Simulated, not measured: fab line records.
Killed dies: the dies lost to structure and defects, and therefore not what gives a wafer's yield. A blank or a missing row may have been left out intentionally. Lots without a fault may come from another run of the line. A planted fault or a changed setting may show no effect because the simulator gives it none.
Which tool is to blame?    flow ritCmos    21 wafers from 7 lots sampled at 2 of the route's 202 steps

## WHAT EACH GAUGE READ, for each wafer
RIT_PWELL_TW_MEAS_10.
lot   measured     on            PWELL_TW
L114  day 2 09:01  filmMetro-04  959 962 963
L116  day 2 19:56  filmMetro-02  959 958 959
L118  day 3 06:30  filmMetro-04  965 967 963
L123  day 4 02:38  filmMetro-04  957 962 961
L129  day 5 08:15  filmMetro-04  891 892 891
L133  day 6 03:34  filmMetro-01  962 957 971
L136  day 6 20:02  filmMetro-02  952 953 948

## EACH LOT AND THE TOOL THAT RAN IT (in order: tool; ch and the chambers of the sampled wafers; start)
lot   RIT_PWELL_IMPLANT_08
L114  implanter-02 ch 0, day 2 08:41
L116  implanter-01 ch 0, day 2 19:37
L118  implanter-01 ch 0, day 3 06:11
L123  implanter-04 ch 0, day 4 02:19
L129  implanter-04 ch 0, day 5 07:56
L133  implanter-01 ch 0, day 6 03:15
L136  implanter-02 ch 0, day 6 19:42
- RIT_PWELL_IMPLANT_08

## THE ANSWER, worked out from the rows above alone
Rule: usual is defined by the lots themselves. Put in order of their means at a reading, lots are off if they are a third of the lots or fewer, leave a main group of 4 or more, and stand apart from it by a gap of 3 or more times the standard deviation of the main group's means; of several such gaps the widest counts. If all means in a main group match to the digits the tables above print for the reading, that group is not used. A lot without any number at a reading at which 4 lots or more have one is off too. The other lots that the step has rows for count as sound.
Off: L129, seen at RIT_PWELL_TW_MEAS_10 (PWELL_TW). For the main group the mean is 960 and the standard deviation 4.5.
If a tool, at a process step before that reading, ran all the lots that are off and no sound lot after the first of them, it fits. Gauges at RIT_PWELL_TW_MEAS_10: tried the same way as those tools. This does not decide it: 2 tools fit, namely implanter-04 at RIT_PWELL_IMPLANT_08 and filmMetro-04 at RIT_PWELL_TW_MEAS_10.

## WHAT HAD BEEN PUT IN BY THE SIMULATOR
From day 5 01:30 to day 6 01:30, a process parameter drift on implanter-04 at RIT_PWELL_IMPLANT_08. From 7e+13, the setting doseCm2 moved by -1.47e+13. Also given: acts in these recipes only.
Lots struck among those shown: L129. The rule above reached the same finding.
